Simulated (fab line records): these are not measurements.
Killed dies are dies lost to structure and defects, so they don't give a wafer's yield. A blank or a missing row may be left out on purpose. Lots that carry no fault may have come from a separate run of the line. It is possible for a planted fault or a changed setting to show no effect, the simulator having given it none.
Chamber matching :: flow berkeley-cmos170 :: UCB170_M2_ETCH_17 on rie-diel-02 has 4 sister chambers
The step etches BARC in N2/H2. 8 wafers are shown with their chamber, then 8 later ones without.

WAFERS, EACH WITH ITS CHAMBER
wafer: L263.5
chamber: 2
drypump-motor-current-A (A): 5.2
oes-product-au (a.u.): 0.956

wafer: L260.1
chamber: 3
drypump-motor-current-A (A): 6.3
oes-product-au (a.u.): 0.995

wafer: L260.3
chamber: 2
drypump-motor-current-A (A): 5.2
oes-product-au (a.u.): 0.957

wafer: L260.4
chamber: 0
drypump-motor-current-A (A): 4.7
oes-product-au (a.u.): 0.981

wafer: L264.1
chamber: 0
drypump-motor-current-A (A): 4.8
oes-product-au (a.u.): 0.984

wafer: L264.2
chamber: 1
drypump-motor-current-A (A): 5.1
oes-product-au (a.u.): 1.015

wafer: L264.3
chamber: 3
drypump-motor-current-A (A): 6.3
oes-product-au (a.u.): 0.982

wafer: L266.3
chamber: 1
drypump-motor-current-A (A): 5.1
oes-product-au (a.u.): 1.019

WAFERS WHOSE CHAMBER IS MISSING
wafer: L266.5
drypump-motor-current-A (A): 4.7
oes-product-au (a.u.): 0.991

wafer: L266.6
drypump-motor-current-A (A): 6.2
oes-product-au (a.u.): 0.987

wafer: L268.1
drypump-motor-current-A (A): 5.2
oes-product-au (a.u.): 0.969

wafer: L268.3
drypump-motor-current-A (A): 4.7
oes-product-au (a.u.): 0.977

wafer: L268.4
drypump-motor-current-A (A): 6.2
oes-product-au (a.u.): 0.994

wafer: L269.1
drypump-motor-current-A (A): 6.3
oes-product-au (a.u.): 0.990

wafer: L269.3
drypump-motor-current-A (A): 4.7
oes-product-au (a.u.): 0.994

wafer: L269.6
drypump-motor-current-A (A): 6.3
oes-product-au (a.u.): 0.990

WHICH CHAMBER EACH ONE RAN IN
wafer: L266.5
from the rows above: 0
in truth: 0

wafer: L266.6
from the rows above: 3
in truth: 3

wafer: L268.1
from the rows above: 2
in truth: 2

wafer: L268.3
from the rows above: 0
in truth: 0

wafer: L268.4
from the rows above: 3
in truth: 3

wafer: L269.1
from the rows above: 3
in truth: 3

wafer: L269.3
from the rows above: 0
in truth: 0

wafer: L269.6
from the rows above: 3
in truth: 3
Placed correctly: 8 of 8. Left unplaced by these rows: 0. Wrongly placed: 0.
How it was worked out, from the rows above alone: a wafer's distance from a chamber is the root of the sum, over the readings, of the square of ((its reading less the chamber's mean) divided by the reading's scatter). The wafer belongs to the nearest chamber; if the next one is less than 2 further off, it can't be placed. For every chamber, the mean is computed from those of its wafers that are shown. How the scatter is found: for the shown wafers, subtract from each reading the mean of its chamber, square and add these, divide the total by (wafers less chambers), then take the root.
